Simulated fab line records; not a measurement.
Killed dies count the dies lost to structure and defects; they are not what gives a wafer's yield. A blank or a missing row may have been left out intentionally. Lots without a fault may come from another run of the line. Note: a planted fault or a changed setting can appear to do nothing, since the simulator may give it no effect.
Check for tools in common || flow berkeleyCmos170 || Sample size 14 lots and 42 wafers

WHY THIS WAS OPENED
2 of 14 lots carry a flag on the reading FIELD_OXIDE_THK at UCB170_FIELD_THK_MEAS_02. No-fault wafers: 557 nm, standard deviation 9.3.
Rule: a lot is flagged in two cases, either no wafer of it has a number, or all its wafers with numbers fall more than 4 standard deviations from that mean. The other lots count as sound.

{"lot": "L856", "measured": "day 4 21:13", "on": "filmMetro-03", "FIELD_OXIDE_THK (nm), wafer by wafer": "549 544 537", "flag": ""}
{"lot": "L855", "measured": "day 4 21:14", "on": "filmMetro-01", "FIELD_OXIDE_THK (nm), wafer by wafer": "558 546 550", "flag": ""}
{"lot": "L858", "measured": "day 5 11:19", "on": "filmMetro-02", "FIELD_OXIDE_THK (nm), wafer by wafer": "469 475 464", "flag": "FLAGGED"}
{"lot": "L859", "measured": "day 5 11:19", "on": "filmMetro-03", "FIELD_OXIDE_THK (nm), wafer by wafer": "470 475 471", "flag": "FLAGGED"}
{"lot": "L862", "measured": "day 6 02:44", "on": "filmMetro-01", "FIELD_OXIDE_THK (nm), wafer by wafer": "559 552 556", "flag": ""}
{"lot": "L864", "measured": "day 6 22:40", "on": "filmMetro-02", "FIELD_OXIDE_THK (nm), wafer by wafer": "560 558 562", "flag": ""}
{"lot": "L868", "measured": "day 7 11:24", "on": "filmMetro-01", "FIELD_OXIDE_THK (nm), wafer by wafer": "558 559 562", "flag": ""}
{"lot": "L869", "measured": "day 7 11:24", "on": "filmMetro-03", "FIELD_OXIDE_THK (nm), wafer by wafer": "558 559 571", "flag": ""}
{"lot": "L871", "measured": "day 7 21:26", "on": "filmMetro-02", "FIELD_OXIDE_THK (nm), wafer by wafer": "553 554 556", "flag": ""}
{"lot": "L872", "measured": "day 8 08:41", "on": "filmMetro-01", "FIELD_OXIDE_THK (nm), wafer by wafer": "548 538 543", "flag": ""}
{"lot": "L873", "measured": "day 8 08:42", "on": "filmMetro-02", "FIELD_OXIDE_THK (nm), wafer by wafer": "554 560 558", "flag": ""}
{"lot": "L874", "measured": "day 8 17:20", "on": "filmMetro-03", "FIELD_OXIDE_THK (nm), wafer by wafer": "563 559 567", "flag": ""}
{"lot": "L876", "measured": "day 9 00:00", "on": "filmMetro-02", "FIELD_OXIDE_THK (nm), wafer by wafer": "556 556 556", "flag": ""}
{"lot": "L878", "measured": "day 9 00:00", "on": "filmMetro-01", "FIELD_OXIDE_THK (nm), wafer by wafer": "562 552 547", "flag": ""}
The mean of the flagged lots' numbers is 471 nm, -86 nm from the usual (-9 standard deviations).

WHICH TOOL EACH LOT WENT THROUGH
Before the reading, the record contains 3 process steps out of a 331-step route. Cell contents, in order: the tool; ch with the chambers the sampled wafers went through; the start.
{"lot": "L856", "flag": "", "UCB170_NWELL_STRIP_15": "plasmaAsher-03 ch 0,1, day 2 14:33", "UCB170_PWELL_ETCH_14": "rieDiel-02 ch 1,3, day 3 07:47", "UCB170_FIELD_OXIDATION_01": "furnace-03 ch 0, day 4 18:13"}
{"lot": "L855", "flag": "", "UCB170_NWELL_STRIP_15": "plasmaAsher-02 ch 0,1, day 2 04:49", "UCB170_PWELL_ETCH_14": "rieDiel-03 ch 0,1, day 2 22:49", "UCB170_FIELD_OXIDATION_01": "furnace-03 ch 0, day 4 18:13"}
{"lot": "L858", "flag": "FLAGGED", "UCB170_NWELL_STRIP_15": "plasmaAsher-02 ch 0,1, day 2 23:10", "UCB170_PWELL_ETCH_14": "rieDiel-04 ch 1,2,3, day 3 18:41", "UCB170_FIELD_OXIDATION_01": "furnace-03 ch 0, day 5 08:19"}
{"lot": "L859", "flag": "FLAGGED", "UCB170_NWELL_STRIP_15": "plasmaAsher-02 ch 0,1, day 3 00:58", "UCB170_PWELL_ETCH_14": "rieDiel-02 ch 0,1,2, day 3 18:28", "UCB170_FIELD_OXIDATION_01": "furnace-03 ch 0, day 5 08:19"}
{"lot": "L862", "flag": "", "UCB170_NWELL_STRIP_15": "plasmaAsher-02 ch 0,1, day 3 15:36", "UCB170_PWELL_ETCH_14": "rieDiel-04 ch 0,2,3, day 4 07:50", "UCB170_FIELD_OXIDATION_01": "furnace-01 ch 0, day 5 23:43"}
{"lot": "L864", "flag": "", "UCB170_NWELL_STRIP_15": "plasmaAsher-02 ch 0,1, day 4 12:03", "UCB170_PWELL_ETCH_14": "rieDiel-02 ch 0,1,3, day 5 08:06", "UCB170_FIELD_OXIDATION_01": "furnace-01 ch 0, day 6 19:40"}
{"lot": "L868", "flag": "", "UCB170_NWELL_STRIP_15": "plasmaAsher-03 ch 0,1, day 5 07:04", "UCB170_PWELL_ETCH_14": "rieDiel-04 ch 0,2,3, day 6 01:32", "UCB170_FIELD_OXIDATION_01": "furnace-04 ch 0, day 7 08:24"}
{"lot": "L869", "flag": "", "UCB170_NWELL_STRIP_15": "plasmaAsher-02 ch 0,1, day 5 07:15", "UCB170_PWELL_ETCH_14": "rieDiel-03 ch 1,2,3, day 6 01:30", "UCB170_FIELD_OXIDATION_01": "furnace-04 ch 0, day 7 08:24"}
{"lot": "L871", "flag": "", "UCB170_NWELL_STRIP_15": "plasmaAsher-03 ch 0,1, day 5 14:34", "UCB170_PWELL_ETCH_14": "rieDiel-04 ch 0,2, day 6 07:34", "UCB170_FIELD_OXIDATION_01": "furnace-04 ch 0, day 7 18:25"}
{"lot": "L872", "flag": "", "UCB170_NWELL_STRIP_15": "plasmaAsher-03 ch 0,1, day 6 01:43", "UCB170_PWELL_ETCH_14": "rieDiel-02 ch 1,2, day 6 17:37", "UCB170_FIELD_OXIDATION_01": "furnace-04 ch 0, day 8 05:41"}
{"lot": "L873", "flag": "", "UCB170_NWELL_STRIP_15": "plasmaAsher-02 ch 0,1, day 6 04:02", "UCB170_PWELL_ETCH_14": "rieDiel-04 ch 1,2,3, day 6 17:53", "UCB170_FIELD_OXIDATION_01": "furnace-04 ch 0, day 8 05:41"}
{"lot": "L874", "flag": "", "UCB170_NWELL_STRIP_15": "plasmaAsher-02 ch 0,1, day 6 13:51", "UCB170_PWELL_ETCH_14": "rieDiel-03 ch 2,3, day 7 06:45", "UCB170_FIELD_OXIDATION_01": "furnace-01 ch 0, day 8 14:19"}
{"lot": "L876", "flag": "", "UCB170_NWELL_STRIP_15": "plasmaAsher-04 ch 0,1, day 6 15:27", "UCB170_PWELL_ETCH_14": "rieDiel-04 ch 0,1,3, day 7 07:02", "UCB170_FIELD_OXIDATION_01": "furnace-04 ch 0, day 8 20:58"}
{"lot": "L878", "flag": "", "UCB170_NWELL_STRIP_15": "plasmaAsher-04 ch 0,1, day 7 00:32", "UCB170_PWELL_ETCH_14": "rieDiel-03 ch 1,2, day 7 13:38", "UCB170_FIELD_OXIDATION_01": "furnace-04 ch 0, day 8 20:58"}
These steps, and what they do:
- UCB170_NWELL_STRIP_15: strips in O2.
- UCB170_PWELL_ETCH_14: etches Si3N4 in CH3F/Ar/O2, stops on SiO2, target depth 242 nm, time 151 s.
- UCB170_FIELD_OXIDATION_01: target thk 558.3 nm, ox time 7200 s.
- UCB170_FIELD_THK_MEAS_02

FLAGGED AGAINST TOTAL, ONE TOOL AT A TIME (gauges that did the reading follow at the end)
{"step": "UCB170_NWELL_STRIP_15", "tool": "plasmaAsher-02", "lots run": 8, "flagged": 2, "share of the flagged lots": "all", "sound lots run after its first flagged lot": "5 (L862,L864,L869,L873,L874)"}
{"step": "UCB170_NWELL_STRIP_15", "tool": "plasmaAsher-03", "lots run": 4, "flagged": 0, "share of the flagged lots": "none", "sound lots run after its first flagged lot": "-"}
{"step": "UCB170_NWELL_STRIP_15", "tool": "plasmaAsher-04", "lots run": 2, "flagged": 0, "share of the flagged lots": "none", "sound lots run after its first flagged lot": "-"}
{"step": "UCB170_PWELL_ETCH_14", "tool": "rieDiel-02", "lots run": 4, "flagged": 1, "share of the flagged lots": "some", "sound lots run after its first flagged lot": "2 (L864,L872)"}
{"step": "UCB170_PWELL_ETCH_14", "tool": "rieDiel-03", "lots run": 4, "flagged": 0, "share of the flagged lots": "none", "sound lots run after its first flagged lot": "-"}
{"step": "UCB170_PWELL_ETCH_14", "tool": "rieDiel-04", "lots run": 6, "flagged": 1, "share of the flagged lots": "some", "sound lots run after its first flagged lot": "5 (L862,L868,L871,L873,L876)"}
{"step": "UCB170_FIELD_OXIDATION_01", "tool": "furnace-01", "lots run": 3, "flagged": 0, "share of the flagged lots": "none", "sound lots run after its first flagged lot": "-"}
{"step": "UCB170_FIELD_OXIDATION_01", "tool": "furnace-03", "lots run": 4, "flagged": 2, "share of the flagged lots": "all", "sound lots run after its first flagged lot": 0}
{"step": "UCB170_FIELD_OXIDATION_01", "tool": "furnace-04", "lots run": 7, "flagged": 0, "share of the flagged lots": "none", "sound lots run after its first flagged lot": "-"}
{"step": "UCB170_FIELD_THK_MEAS_02", "tool": "filmMetro-01", "lots run": 5, "flagged": 0, "share of the flagged lots": "none", "sound lots run after its first flagged lot": "-"}
{"step": "UCB170_FIELD_THK_MEAS_02", "tool": "filmMetro-02", "lots run": 5, "flagged": 1, "share of the flagged lots": "some", "sound lots run after its first flagged lot": "4 (L864,L871,L873,L876)"}
{"step": "UCB170_FIELD_THK_MEAS_02", "tool": "filmMetro-03", "lots run": 4, "flagged": 1, "share of the flagged lots": "some", "sound lots run after its first flagged lot": "2 (L869,L874)"}

THE TABLE: WHAT IT ALLOWS
In 2 table rows, all flagged lots were run: plasmaAsher-02 (UCB170_NWELL_STRIP_15), furnace-03 (UCB170_FIELD_OXIDATION_01).
- plasmaAsher-02 at UCB170_NWELL_STRIP_15: 2 of its 8 lots flagged. Sound lots ran on it after the first flagged one (L862, L864, L869, L873, L874), which a lasting fault on the whole tool wouldn't allow.
- furnace-03 at UCB170_FIELD_OXIDATION_01: 2 of its 4 lots flagged. A fault beginning between L855 (day 4 18:13), its last sound lot, and L858 (day 5 08:19), its first flagged one, fits the data.
What remains is a single tool, furnace-03 at UCB170_FIELD_OXIDATION_01.

WHAT THE SIMULATOR PUT IN
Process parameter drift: furnace-03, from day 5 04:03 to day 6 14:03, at UCB170_FIELD_OXIDATION_01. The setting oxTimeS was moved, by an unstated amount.
Shown lots that were struck: L858, L859. This agrees with what the rule above found.
